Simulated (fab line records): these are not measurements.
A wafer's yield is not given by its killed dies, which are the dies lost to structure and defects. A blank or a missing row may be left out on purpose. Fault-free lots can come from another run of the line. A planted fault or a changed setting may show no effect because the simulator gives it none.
fab line records ; flow berkeley_cmos170
[record] lots = 14; wafers = 42; last_day = 12
route steps=331 shown ACTIVE@76 PLDD@151 M1@250
lots with no fault: from the same line, run without faults
start_h: start of the lot's first displayed wafer, in hours after the record's first day ; wait_h: hours elapsed since this lot's preceding step ; " same as the row above ; L1.1+2: a single row standing in for several wafers ; - no value present, or no start provided ; * or withheld: withheld ; < > ~ a bound
route shown NAME@n: names a module that has steps shown in the file, with the first one's number in the route ; usual: mean/standard deviation of fault-free wafers ; same: alike in all rows ; chamber/n: place in a boat ; sites: the reading at each site ; _std_site: how widely they spread, as a standard deviation ; _edge_site: the outer-site mean with the inner-site mean subtracted ; radius_mm: for every site, how far away it sits from the centre of the wafer ; mask NAME#n: copy n ; behind: the most recent tool/chamber to have shaped the wafer ; hold: the reason the lot was held/the length of the hold in hours/how it ended ; device: names the non-switching transistor (n, p or np) ; end of line: tests run on the same wafers once the route is complete ; a step without rows: its recipe alone ; killed: dies that structure and defects cost at the first sort, which is not the same as the wafer's yield ; map: a wafer's dies, x killed, . not, _ none there
set.NAME: the run value of the setting; set.NAME@STEP: its run value at that earlier step ; model.NAME: the simulator's own value behind a step, which no gauge read
the route's steps for a sample of lots (tables are steps, rows are wafers)
services: from which hour (start_h, from the record's first day; less than 0 if before it) a tool's chamber was out of use, for how many hours, and why
[[steps]]
[step UCB170_ACTIVE_STRIP_16]
[recipe] chemistry = O2; power_w = 400; pressure_mtorr = 3500; platen_temp_c = withheld; o2_flow_sccm = 400; overash_fraction = 0.5
[usual] drypump_motor_current_A = 5.6/0.37; oes_product_au = 0.721/0.0046; strip_time_to_endpoint_s = 18.05/0.077
lot.wafer;tool;chamber;start_h;wait_h;drypump_motor_current_A;oes_product_au;rf_hours_counter_h;strip_time_to_endpoint_s
L812.1;plasma_asher-01;0;91.22;0.1;5.0;0.724;31;18.05
L812.4;plasma_asher-01;0;91.22;0.1;5.0;0.721;-;17.95
L812.6;plasma_asher-01;0;91.22;0.1;5.0;0.713;-;18.03
L814.2;plasma_asher-02;0;95.11;0.1;5.4;0.729;40;18.02
L814.5;plasma_asher-02;1;95.11;0.1;5.8;0.722;-;18.09
L814.6;plasma_asher-02;0;95.11;0.1;5.4;0.715;-;18.03
L817.2;plasma_asher-01;0;119.33;0.1;5.0;0.725;34;18.06
L817.3;plasma_asher-01;1;119.33;0.1;5.9;0.720;-;18.05
L817.4;plasma_asher-01;0;119.33;0.1;5.0;0.719;-;17.99
L819.2;plasma_asher-02;0;126.42;0.1;5.4;0.721;44;18.07
L819.3;plasma_asher-02;0;126.42;0.1;5.4;0.730;-;18.04
L819.4;plasma_asher-02;1;126.42;0.1;5.8;0.716;-;17.98
L821.1;plasma_asher-04;0;128.12;0.1;6.2;0.724;40;18.14
L821.5;plasma_asher-04;0;128.12;0.1;6.2;0.720;-;18.14
L821.6;plasma_asher-04;1;128.12;0.1;5.5;0.722;-;18.23
L820.2;plasma_asher-04;0;135.95;0.1;6.2;0.720;41;18.09
L820.4;plasma_asher-04;0;135.95;0.1;6.2;0.714;-;18.17
L820.6;plasma_asher-04;0;135.95;0.1;6.2;0.729;-;18.06
L823.1;plasma_asher-02;0;143.86;0.1;5.4;0.713;46;17.91
L823.4;plasma_asher-02;0;143.86;0.1;5.4;0.724;-;18.01
L823.5;plasma_asher-02;0;143.86;0.1;5.4;0.732;-;18.02
L822.4;plasma_asher-01;1;144.37;0.1;5.9;0.719;-;18.04
L822.5;plasma_asher-01;0;144.37;0.1;5.0;0.726;-;17.98
L822.6;plasma_asher-01;1;144.37;0.1;5.9;0.725;-;18.04
L824.3;plasma_asher-02;1;149.85;0.1;5.8;0.716;-;18.13
L824.4;plasma_asher-02;0;149.85;0.1;5.4;0.723;-;18.13
L824.6;plasma_asher-02;1;149.85;0.1;5.8;0.720;-;17.94
L826.2;plasma_asher-04;0;158.12;0.1;6.2;0.723;43;18.15
L826.3;plasma_asher-04;0;158.12;0.1;6.2;0.717;-;18.14
L826.6;plasma_asher-04;1;158.12;0.1;5.5;0.718;-;18.11
L827.2;plasma_asher-04;0;163.92;0.1;6.2;0.722;44;17.98
L827.3;plasma_asher-04;0;163.92;0.1;6.2;0.723;-;18.07
L827.6;plasma_asher-04;0;163.92;0.1;6.2;0.721;-;18.10
L829.4;plasma_asher-01;0;169.52;0.1;5.0;0.717;-;18.04
L829.5;plasma_asher-01;1;169.52;0.1;5.8;0.724;-;18.14
L829.6;plasma_asher-01;0;169.52;0.1;5.0;0.720;-;18.09
L831.3;plasma_asher-04;1;190.38;0.1;5.5;0.717;-;18.18
L831.5;plasma_asher-04;0;190.38;0.1;6.2;0.725;-;18.11
L831.6;plasma_asher-04;1;190.38;0.1;5.5;0.719;-;18.14
L833.2;plasma_asher-02;1;192.46;0.1;5.9;0.726;52;18.06
L833.3;plasma_asher-02;1;192.46;0.1;5.8;0.718;-;18.03
L833.4;plasma_asher-02;0;192.46;0.1;5.4;0.723;-;18.09
[step UCB170_PLDD_CD_MEAS_06]
[recipe] target_cd_nm = 1200
[usual] cd_nm = 1200.0/1.5
lot.wafer;tool;chamber;start_h;wait_h;cd_nm
L812.1;cd_sem-02;-;142.07;-;1202.3
L812.4;cd_sem-02;-;142.07;-;1202.5
L812.6;cd_sem-02;-;142.07;-;1201.7
L814.2;cd_sem-01;-;142.32;-;1199.8
L814.5;cd_sem-01;-;142.32;-;1200.4
L814.6;cd_sem-01;-;142.32;-;1200.8
L817.2;cd_sem-02;-;167.17;-;1198.4
L817.3;cd_sem-02;-;167.17;-;1196.5
L817.4;cd_sem-02;-;167.17;-;1198.0
L821.1;cd_sem-02;-;175.60;-;1199.1
L821.5;cd_sem-02;-;175.60;-;1199.3
L821.6;cd_sem-02;-;175.60;-;1198.5
L819.2;cd_sem-02;-;176.11;-;1202.7
L819.3;cd_sem-02;-;176.11;-;1201.1
L819.4;cd_sem-02;-;176.11;-;1200.8
L820.2;cd_sem-01;-;184.03;-;1198.2
L820.4;cd_sem-01;-;184.03;-;1197.7
L820.6;cd_sem-01;-;184.03;-;1197.8
L822.4;cd_sem-02;-;197.77;-;1201.4
L822.5;cd_sem-02;-;197.77;-;1201.0
L822.6;cd_sem-02;-;197.77;-;1199.6
L823.1;cd_sem-02;-;200.36;-;1198.7
L823.4;cd_sem-02;-;200.36;-;1199.9
L823.5;cd_sem-02;-;200.36;-;1199.7
L824.3;cd_sem-02;-;200.64;-;1201.2
L824.4;cd_sem-02;-;200.64;-;1200.3
L824.6;cd_sem-02;-;200.64;-;1200.1
L826.2;cd_sem-01;-;207.32;-;1200.1
L826.3;cd_sem-01;-;207.32;-;1200.1
L826.6;cd_sem-01;-;207.32;-;1198.8
L827.2;cd_sem-02;-;211.85;-;1198.8
L827.3;cd_sem-02;-;211.85;-;1199.8
L827.6;cd_sem-02;-;211.85;-;1197.7
L829.4;cd_sem-01;-;216.55;-;1198.4
L829.5;cd_sem-01;-;216.55;-;1199.2
L829.6;cd_sem-01;-;216.55;-;1198.4
L831.3;cd_sem-02;-;237.33;-;1200.3
L831.5;cd_sem-02;-;237.33;-;1200.0
L831.6;cd_sem-02;-;237.33;-;1199.5
L833.2;cd_sem-02;-;237.69;-;1202.0
L833.3;cd_sem-02;-;237.69;-;1203.4
L833.4;cd_sem-02;-;237.69;-;1202.8
[step UCB170_SDANNEAL_RS_MEAS_04]
[recipe] thk_meas_gauge = four-point-probe
[usual] PLDD_RS = 1032.8/2.5
lot.wafer;tool;chamber;start_h;wait_h;PLDD_RS[ohm/sq]
L812.1;film_metro-01;-;156.04;0.1;1030.2
L812.4;film_metro-01;-;156.04;0.1;1028.9
L812.6;film_metro-01;-;156.04;0.1;1029.5
L814.2;film_metro-01;-;156.60;0.1;1033.0
L814.5;film_metro-01;-;156.60;0.1;1029.8
L814.6;film_metro-01;-;156.60;0.1;1030.5
L817.2;film_metro-01;-;181.64;0.1;1033.6
L817.3;film_metro-01;-;181.64;0.1;1034.4
L817.4;film_metro-01;-;181.64;0.1;1031.7
L821.1;film_metro-02;-;188.72;0.1;1026.6
L821.5;film_metro-02;-;188.72;0.1;1028.0
L821.6;film_metro-02;-;188.72;0.1;1029.2
L819.2;film_metro-04;-;188.74;0.1;1032.2
L819.3;film_metro-04;-;188.74;0.1;1035.0
L819.4;film_metro-04;-;188.74;0.1;1035.0
L820.2;film_metro-01;-;195.39;0.1;1030.6
L820.4;film_metro-01;-;195.39;0.1;1029.5
L820.6;film_metro-01;-;195.39;0.1;1031.1
L822.4;film_metro-02;-;209.79;0.1;1029.5
L822.5;film_metro-02;-;209.79;0.1;1031.6
L822.6;film_metro-02;-;209.79;0.1;1030.7
L823.1;film_metro-04;-;211.56;0.1;1031.3
L823.4;film_metro-04;-;211.56;0.1;1028.5
L823.5;film_metro-04;-;211.56;0.1;1028.8
L824.3;film_metro-02;-;212.05;0.1;1034.6
L824.4;film_metro-02;-;212.05;0.1;1033.4
L824.6;film_metro-02;-;212.05;0.1;1034.9
L826.2;film_metro-04;-;219.67;0.1;1034.7
L826.3;film_metro-04;-;219.67;0.1;1034.6
L826.6;film_metro-04;-;219.67;0.1;1032.3
L827.2;film_metro-02;-;222.78;0.1;1031.0
L827.3;film_metro-02;-;222.78;0.1;1033.3
L827.6;film_metro-02;-;222.78;0.1;1034.5
L829.4;film_metro-04;-;228.25;0.1;1032.8
L829.5;film_metro-04;-;228.25;0.1;1033.2
L829.6;film_metro-04;-;228.25;0.1;1032.3
L831.3;film_metro-01;-;250.03;0.1;1034.8
L831.5;film_metro-01;-;250.03;0.1;1033.4
L831.6;film_metro-01;-;250.03;0.1;1037.4
L833.2;film_metro-04;-;250.39;0.1;1031.3
L833.3;film_metro-04;-;250.39;0.1;1030.9
L833.4;film_metro-04;-;250.39;0.1;1034.2
[step UCB170_M1_METAL_ETCH_12]
[recipe] chemistry = Cl2/BCl3; target = Al; stop_on = PSG; pressure_mtorr = 12; target_depth_a = 7800; over_etch_frac = 0.3; time_s = 130; icp_w = 600; bias_w = 120; Cl2_flow_sccm = 90; bcl3_flow_sccm = 45
[usual] bcl3_flow_sccm = 44.99/0.15; bias_w = 120.0/0.37; drypump_motor_current_A = 5.1/0.41; oes_product_au = 0.851/0.018; throttle_valve_pct = 24.66/0.19
lot.wafer;tool;chamber;start_h;wait_h;bcl3_flow_sccm;bias_w;drypump_motor_current_A;oes_product_au;rf_hours_counter_h;throttle_valve_pct
L812.1;rie_metal-02;1;164.59;-;44.95;120.2;5.3;0.878;1;24.99
L812.4;rie_metal-02;0;164.59;-;44.91;119.7;5.8;0.853;-;24.69
L812.6;rie_metal-02;1;164.59;-;44.98;119.9;5.3;0.883;-;24.99
L814.2;rie_metal-02;0;165.11;-;45.25;119.8;5.8;0.876;7;24.68
L814.5;rie_metal-02;1;165.11;-;45.19;119.8;5.3;0.890;-;24.98
L814.6;rie_metal-02;0;165.11;-;45.16;119.9;5.8;0.865;-;24.68
L817.2;rie_metal-04;1;189.16;-;45.15;119.3;5.1;0.825;5;24.47
L817.3;rie_metal-04;0;189.16;-;44.92;119.7;5.1;0.841;-;24.37
L817.4;rie_metal-04;1;189.16;-;45.36;119.8;5.0;0.843;-;24.45
L819.2;rie_metal-02;0;196.25;-;44.90;120.1;5.8;0.863;7;24.68
L819.3;rie_metal-02;1;196.25;-;45.00;119.8;5.2;0.878;-;24.98
L819.4;rie_metal-02;0;196.25;-;44.78;119.4;5.8;0.870;-;24.67
L821.1;rie_metal-04;0;196.52;-;45.08;120.5;5.1;0.838;2;24.40
L821.5;rie_metal-04;1;196.52;-;44.77;119.9;5.1;0.826;-;24.46
L821.6;rie_metal-04;0;196.52;-;45.11;120.3;5.2;0.831;-;24.39
L820.2;rie_metal-03;1;201.80;-;45.22;120.6;4.7;0.843;10;24.57
L820.4;rie_metal-03;1;201.80;-;45.15;120.3;4.7;0.840;-;24.57
L820.6;rie_metal-03;0;201.80;-;44.83;119.6;4.6;0.841;-;24.68
L822.4;rie_metal-02;0;216.85;-;45.08;120.1;5.8;0.860;-;24.67
L822.5;rie_metal-02;1;216.85;-;45.24;119.4;5.3;0.880;-;24.98
L822.6;rie_metal-02;0;216.85;-;45.20;120.2;5.8;0.873;-;24.68
L823.1;rie_metal-03;1;220.22;-;45.01;119.6;4.7;0.838;10;24.56
L823.4;rie_metal-03;1;220.22;-;45.08;120.0;4.7;0.835;-;24.59
L823.5;rie_metal-03;1;220.22;-;45.25;119.8;4.7;0.838;-;24.58
L824.3;rie_metal-04;0;220.51;-;44.91;120.7;5.1;0.826;-;24.38
L824.4;rie_metal-04;1;220.51;-;44.71;119.9;5.0;0.824;-;24.45
L824.6;rie_metal-04;1;220.51;-;44.83;119.8;5.1;0.826;-;24.45
L826.2;rie_metal-04;1;227.01;-;-;-;-;-;-;-
L826.3;rie_metal-04;1;227.01;-;-;-;-;-;-;-
L826.6;rie_metal-04;1;227.01;-;-;-;-;-;-;-
L827.2;rie_metal-02;1;230.96;-;-;-;-;-;-;-
L827.3;rie_metal-02;1;230.96;-;-;-;-;-;-;-
L827.6;rie_metal-02;1;230.96;-;-;-;-;-;-;-
L829.4;rie_metal-03;0;234.65;-;44.77;120.4;4.6;0.850;-;24.70
L829.5;rie_metal-03;1;234.65;-;44.87;119.8;4.8;0.840;-;24.57
L829.6;rie_metal-03;0;234.65;-;44.97;120.2;4.6;0.860;-;24.70
L831.3;rie_metal-03;1;258.50;-;45.04;120.3;4.7;0.844;-;24.57
L831.5;rie_metal-03;1;258.50;-;44.77;119.4;4.7;0.842;-;24.56
L831.6;rie_metal-03;0;258.50;-;44.68;119.9;4.6;0.856;-;24.70
L833.2;rie_metal-02;1;258.71;-;45.12;120.3;5.3;0.893;4;24.99
L833.3;rie_metal-02;1;258.71;-;45.06;120.2;5.3;0.881;-;25.00
L833.4;rie_metal-02;0;258.71;-;44.97;119.8;5.8;0.861;-;24.69
[step UCB170_M1_CD_MEAS_90]
[recipe] target_cd_nm = 700
[usual] cd_nm = 700.3/2.2
lot.wafer;tool;chamber;start_h;wait_h;cd_nm
L812.1;cd_sem-02;-;164.82;0.1;700.5
L812.4;cd_sem-02;-;164.82;0.1;696.0
L812.6;cd_sem-02;-;164.82;0.1;700.8
L814.2;cd_sem-02;-;165.41;0.1;697.8
L814.5;cd_sem-02;-;165.41;0.1;700.0
L814.6;cd_sem-02;-;165.41;0.1;697.4
L817.2;cd_sem-01;-;189.41;0.1;697.5
L817.3;cd_sem-01;-;189.41;0.1;697.6
L817.4;cd_sem-01;-;189.41;0.1;695.2
L819.2;cd_sem-01;-;198.60;0.1;699.9
L819.3;cd_sem-01;-;198.60;0.1;699.4
L819.4;cd_sem-01;-;198.60;0.1;699.2
L821.1;cd_sem-02;-;198.68;0.1;702.4
L821.5;cd_sem-02;-;198.68;0.1;701.9
L821.6;cd_sem-02;-;198.68;0.1;703.0
L820.2;cd_sem-01;-;202.05;0.1;700.0
L820.4;cd_sem-01;-;202.05;0.1;701.8
L820.6;cd_sem-01;-;202.05;0.1;698.2
L822.4;cd_sem-02;-;217.10;0.1;702.4
L822.5;cd_sem-02;-;217.10;0.1;703.8
L822.6;cd_sem-02;-;217.10;0.1;699.4
L823.1;cd_sem-02;-;220.59;0.1;702.1
L823.4;cd_sem-02;-;220.59;0.1;703.8
L823.5;cd_sem-02;-;220.59;0.1;706.0
L824.3;cd_sem-01;-;220.74;0.1;702.3
L824.4;cd_sem-01;-;220.74;0.1;698.8
L824.6;cd_sem-01;-;220.74;0.1;699.9
L826.2;cd_sem-02;-;227.26;0.1;-
L826.3;cd_sem-02;-;227.26;0.1;-
L826.6;cd_sem-02;-;227.26;0.1;-
L827.2;cd_sem-02;-;231.22;0.1;-
L827.3;cd_sem-02;-;231.22;0.1;-
L827.6;cd_sem-02;-;231.22;0.1;-
L829.4;cd_sem-02;-;234.90;0.1;693.6
L829.5;cd_sem-02;-;234.90;0.1;698.7
L829.6;cd_sem-02;-;234.90;0.1;694.2
L831.3;cd_sem-02;-;258.73;0.1;698.2
L831.5;cd_sem-02;-;258.73;0.1;700.0
L831.6;cd_sem-02;-;258.73;0.1;700.0
L833.2;cd_sem-02;-;258.96;0.1;704.8
L833.3;cd_sem-02;-;258.96;0.1;705.1
L833.4;cd_sem-02;-;258.96;0.1;700.7
[[services]]
tool;chamber;start_h;hours;kind
rie_metal-04;1;79.14;18.0;repair
rie_metal-03;1;102.97;1.9;repair
rie_metal-04;0;110.27;-;clean
rie_metal-04;0;110.27;24.6;scheduled_down
rie_metal-04;0;110.27;24.6;vent_cycle
rie_metal-02;1;111.64;-;clean
rie_metal-02;1;111.64;15.3;scheduled_down
rie_metal-02;1;111.64;15.3;vent_cycle
rie_metal-02;-;148.95;3.7;repair
rie_metal-03;0;153.22;6.0;repair
plasma_asher-04;-;172.07;9.8;repair
rie_metal-02;0;182.10;6.8;repair
rie_metal-03;-;190.54;1.4;pm
plasma_asher-01;-;193.04;16.4;repair
plasma_asher-02;-;195.37;3.9;repair
rie_metal-03;0;202.49;-;clean
rie_metal-03;0;202.49;18.0;scheduled_down
rie_metal-03;0;202.49;18.0;vent_cycle
plasma_asher-01;-;249.44;28.1;pm
[[key]]
[first_sign] step = UCB170_M1_METAL_ETCH_12; reading = tool_record; direction = missing
[effect] step = UCB170_M1_CD_MEAS_90; reading = cd_nm; direction = missing
met_at UCB170_M1_METAL_ETCH_12
struck_lots L826,L827
later_rows_left_out L826.2,L826.3,L826.6,L827.2,L827.3,L827.6
sort_left_out L826.2,L826.3,L826.6,L827.2,L827.3,L827.6
not_acting_at UCB170_ACTIVE_STRIP_16,UCB170_PLDD_CD_MEAS_06,UCB170_SDANNEAL_RS_MEAS_04
onset_between 220.51 227.01
[fault] kind = skipped_step_whole; tool = rie_metal-02,rie_metal-04; chamber = -; onset_h = 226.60; steps = UCB170_M1_METAL_ETCH_12; scope = struck_lots_only
// sort_left_out: the simulated sort isn't trusted on such a fault, so these wafers' sort isn't shown, and their yield isn't known
// later_rows_left_out: the simulator's readings of these wafers behind a module that went badly wrong aren't trusted and aren't shown, but for the sort
